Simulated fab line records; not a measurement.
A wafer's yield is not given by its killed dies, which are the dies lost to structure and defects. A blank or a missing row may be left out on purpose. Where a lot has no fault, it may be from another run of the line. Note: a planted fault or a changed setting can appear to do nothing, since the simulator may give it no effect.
Split-lot study    flow berkeley_cmos170    on a route of 331 steps: 5 lots, 23 wafers read

ON THE SPLIT
At UCB170_SPACER_CVD_00 (deposits SiO2 from TEOS/O2, target thk 376 nm, time 47 s), the setting time_s was moved away from the recipe's 47 s on 11 of the 23 wafers read, by +5.6% to +14.7%. For the rest of the wafers, this setting stayed at what the recipe calls for.

FROM THE SPLIT TO THE READING: what the file shows between them, 2 steps
- UCB170_SPACER_THK_MEAS_01
- UCB170_SPACER_ANNEAL_02: time 1800 s

THE READING
oes_product_au, in a.u., at UCB170_SPACER_ETCHBACK_03 (etches SiO2 in CHF3/CF4/Ar, stops on Si, target depth 376 nm, time 100 s). Typical for fault-free wafers on this fab line: 0.896 a.u., with standard deviation 0.014 a.u.

wafer   tool, chamber at the split  time_s as run, s  against the recipe  oes_product_au, a.u.  against lot-mates on the recipe
L075.1  pecvd-01, 0                 47                recipe              0.866                 -
L075.2  pecvd-01, 1                 47                recipe              0.897                 -
L075.4  pecvd-01, 1                 49.64             +5.6%               0.947                 +0.068
L075.5  pecvd-01, 0                 49.64             +5.6%               0.943                 +0.064
L075.6  pecvd-01, 2                 47                recipe              0.873                 -
L076.1  pecvd-02, 1                 52.09             +10.8%              0.944                 +0.038
L076.2  pecvd-02, 2                 52.09             +10.8%              0.975                 +0.069
L076.3  pecvd-02, 0                 47                recipe              0.890                 -
L076.4  pecvd-02, 2                 47                recipe              0.922                 -
L076.6  pecvd-02, 1                 52.09             +10.8%              0.950                 +0.044
L082.1  pecvd-01, 0                 47                recipe              0.892                 -
L082.3  pecvd-01, 1                 50.88             +8.3%               0.955                 +0.062
L082.4  pecvd-01, 2                 47                recipe              0.894                 -
L082.5  pecvd-01, 0                 50.88             +8.3%               0.937                 +0.044
L082.6  pecvd-01, 1                 50.88             +8.3%               0.945                 +0.052
L085.1  pecvd-01, 0                 47                recipe              0.895                 -
L085.2  pecvd-01, 2                 47                recipe              0.881                 -
L085.4  pecvd-01, 1                 47                recipe              0.901                 -
L080.1  pecvd-04, 2                 53.92             +14.7%              0.957                 +0.046
L080.2  pecvd-04, 1                 47                recipe              0.922                 -
L080.3  pecvd-04, 0                 47                recipe              0.900                 -
L080.4  pecvd-04, 0                 53.92             +14.7%              0.990                 +0.079
L080.6  pecvd-04, 1                 53.92             +14.7%              0.995                 +0.084

THE FIT
A straight line over all 23 wafers: oes_product_au changes by +0.0059 a.u. for each +1% of time_s; r = +0.91; the points scatter about the line by 0.016 a.u.
The same after taking each lot's own level away (the mean of its wafers on the recipe; 23 wafers): +0.00498 a.u. for each +1%; r = +0.86; scatter 0.017 a.u.
The reading moves by 0.073 a.u. for the largest change in time_s, on that fit.
The lots' own levels span 0.8787 to 0.9110 a.u., that is 2.3 times the standard deviation above.
Thus the slope moves with the lot-to-lot level: the two fits are different.
Check: +0.084 a.u. against its lot-mates is what the line predicts for one of the wafers moved furthest among these (+14.7%) when that wafer is left out of the fit. It came out at +0.046 a.u. against them.

OTHER SPLITS ON THESE WAFERS
Other splits were also applied to these wafers ahead of the reading. Each is held against what the fit with the lots' levels taken away leaves over:
other split on the same wafers          wafers away from the commonest value  r with oes_product_au (lot level and that fit taken away)
UCB170_NWELL_CVD_04 temp_c              15                                    +0.41
UCB170_NWELL_PEB_10 peb_temp_c          7                                     +0.01
UCB170_PWELL_OXIDATION_02 temp_c        18                                    -0.15
UCB170_PWELL_DEVELOP_12 develop_time_s  7                                     +0.08
UCB170_ACTIVE_COAT_08 resist_thk_nm     7                                     -0.26
UCB170_ACTIVE_ETCH_15 time_s            7                                     +0.52
UCB170_PFIELD_IMPLANT_07 dose_cm2       8                                     -0.25
UCB170_GATE_COAT_07 spin_rpm            10                                    -0.21

THE WHOLE CHAIN: every reading that the file lists as answering this split, in the file's order
step                       what it does                                                              reading                                                                        change (the file's fit)                   r (the file's)
UCB170_SPACER_CVD_00       deposits SiO2 from TEOS/O2, target thk 376 nm, time 47 s                  SiO2_of_SPACER_CVD_00.thk_nm (the simulator's own value, which no gauge read)  +3.87 nm for each +1% of the setting      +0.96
UCB170_SPACER_THK_MEAS_01                                                                            SPACER_TEOS_THK                                                                +3.86 for each +1% of the setting         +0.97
UCB170_SPACER_ETCHBACK_03  etches SiO2 in CHF3/CF4/Ar, stops on Si, target depth 376 nm, time 100 s  oes_product_au                                                                 +0.0055 a.u. for each +1% of the setting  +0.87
UCB170_SPACER_ETCHBACK_03  etches SiO2 in CHF3/CF4/Ar, stops on Si, target depth 376 nm, time 100 s  etch.depth_nm (the simulator's own value, which no gauge read)                 +3.84 nm for each +1% of the setting      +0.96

THE FILE'S OWN FIT
oes_product_au changes by +0.0055 a.u. for each +1% of time_s, r = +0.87.
